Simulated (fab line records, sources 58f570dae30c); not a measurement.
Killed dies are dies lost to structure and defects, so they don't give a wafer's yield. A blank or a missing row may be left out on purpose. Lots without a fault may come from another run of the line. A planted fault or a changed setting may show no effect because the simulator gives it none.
Chamber matching | flow berkeley_cmos170 | UCB170_GATE_ETCH_14 on rie_diel-04: 4 sister chambers
The step etches BARC in N2/H2. 14 wafers are shown with their chamber, then 7 later ones without.

WAFERS WITH THEIR CHAMBER
wafer  | chamber | drypump_motor_current_A (A) | throttle_valve_pct (%) | oes_product_au (a.u.)
L201.1 | 1       | 5.85                        | 13.62                  | 0.995
L201.2 | 0       | 5.66                        | 13.48                  | 0.983
L201.5 | 2       | 6.17                        | 13.40                  | 0.999
L200.1 | 3       | 5.92                        | 13.50                  | 1.042
L200.2 | 0       | 5.67                        | 13.49                  | 0.983
L200.5 | 1       | 5.88                        | 13.62                  | 1.003
L204.1 | 1       | 5.85                        | 13.64                  | 1.004
L204.3 | 2       | 6.18                        | 13.41                  | 0.990
L204.5 | 3       | 5.91                        | 13.48                  | 1.047
L207.2 | 1       | 5.84                        | 13.65                  | 0.998
L207.4 | 0       | 5.68                        | 13.50                  | 0.975
L207.5 | 2       | 6.20                        | 13.40                  | 0.993
L211.1 | 1       | 5.86                        | 13.63                  | 0.988
L211.2 | 2       | 6.17                        | 13.40                  | 0.992

SIGNATURES (means of the wafers above)
reading                 | chamber 0 | chamber 1 | chamber 2 | chamber 3 | scatter within a chamber
drypump_motor_current_A | 5.6700    | 5.8560    | 6.1800    | 5.9150    | 0.0133
throttle_valve_pct      | 13.4900   | 13.6320   | 13.4025   | 13.4900   | 0.0107
oes_product_au          | 0.98033   | 0.99760   | 0.99350   | 1.04450   | 0.00519
Rule: a wafer's distance from a chamber is the root of the sum, over the readings, of the square of ((its reading less the chamber's mean) divided by the reading's scatter). The wafer belongs to the nearest chamber; if the next one is less than 2 further off, it can't be placed. The scatter: the root of (the sum of the squares of (reading less its chamber's mean) over the shown wafers, divided by (wafers less chambers)).

WAFERS WITHOUT THEIR CHAMBER
wafer  | drypump_motor_current_A (A) | throttle_valve_pct (%) | oes_product_au (a.u.)
L211.6 | 5.85                        | 13.62                  | 0.983
L213.1 | 5.89                        | 13.49                  | 1.056
L213.2 | 5.69                        | 13.49                  | 0.986
L213.3 | 5.88                        | 13.64                  | 0.991
L222.1 | 5.83                        | 13.63                  | 0.995
L222.2 | 5.91                        | 13.51                  | 1.029
L222.6 | 5.70                        | 13.48                  | 0.988

WHICH CHAMBER EACH WENT THROUGH
wafer  | from the rows above | in truth
L211.6 | 1                   | 1
L213.1 | 3                   | 3
L213.2 | 0                   | 0
L213.3 | 1                   | 1
L222.1 | 1                   | 1
L222.2 | 3                   | 3
L222.6 | 0                   | 0
Placed correctly: 7 of 7. Can't be placed from these rows: 0. Placed wrongly: 0.
